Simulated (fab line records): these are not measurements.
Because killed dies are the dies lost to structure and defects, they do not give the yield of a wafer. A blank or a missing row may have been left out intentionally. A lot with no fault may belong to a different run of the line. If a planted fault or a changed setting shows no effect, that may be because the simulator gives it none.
The tool behind it: which one? + flow berkeleyCmos170 + Sampling: 7 lots, 21 wafers, 2 of 331 route steps

== WHAT THE GAUGES SHOWED, per wafer ==
UCB170_PVT_TW_MEAS_09.
| lot  | measured     | on           | PVT_TW      |
|------|--------------|--------------|-------------|
| L216 | day 6 18:09  | filmMetro-01 | 510 514 508 |
| L219 | day 7 04:38  | filmMetro-01 | 509 507 506 |
| L221 | day 7 20:47  | filmMetro-01 | 508 507 508 |
| L224 | day 8 02:11  | filmMetro-04 | 504 503 502 |
| L227 | day 8 14:42  | filmMetro-04 | 30 31 30    |
| L234 | day 10 00:39 | filmMetro-04 | 499 500 501 |
| L236 | day 10 22:32 | filmMetro-04 | 503 499 502 |

== TOOL THAT RAN EACH LOT (tool first, then ch and the chambers of the sampled wafers, then the start) ==
| lot  | UCB170_PVT_DEVELOP_05            |
|------|----------------------------------|
| L216 | lithoTrack-02 ch 0, day 6 17:00  |
| L219 | lithoTrack-04 ch 0, day 7 04:00  |
| L221 | lithoTrack-01 ch 0, day 7 20:00  |
| L224 | lithoTrack-02 ch 0, day 8 01:00  |
| L227 | lithoTrack-01 ch 0, day 8 14:00  |
| L234 | lithoTrack-04 ch 0, day 10 00:00 |
| L236 | lithoTrack-02 ch 0, day 10 22:00 |
- UCB170_PVT_DEVELOP_05: develop time 45 s.

== THE ANSWER, worked out from the rows above alone ==
Rule: the lots themselves supply what counts as usual. Put in order of their means at a reading, lots are off if they are a third of the lots or fewer, leave a main group of 4 or more, and stand apart from it by a gap of 3 or more times the standard deviation of the main group's means; of several such gaps the widest counts. A main group is skipped when, at the precision printed for the reading in the tables above, its means are all equal. Also off: a lot with no number at a reading for which 4 or more lots have one. Any other lot the step has rows for is counted as sound.
Off: L227, seen at UCB170_PVT_TW_MEAS_09 (PVT_TW). Main group: mean 505, sd 3.8.
A tool fits if, at a process step before that reading, it ran every lot that is off, and no sound lot after the first of them. Those tools and the gauges at UCB170_PVT_TW_MEAS_09 are tried in the same way. One fits: lithoTrack-01 at UCB170_PVT_DEVELOP_05. A fault onset in the window from L221 (day 7 20:00, its last sound lot) to L227 (day 8 14:00, its first lot off) fits.

== WHAT THE SIMULATOR HAD INSERTED ==
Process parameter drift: lithoTrack-01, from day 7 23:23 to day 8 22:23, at UCB170_PVT_DEVELOP_05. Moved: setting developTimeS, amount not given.
Shown lots that were struck: L227. The rule given above showed the same thing.
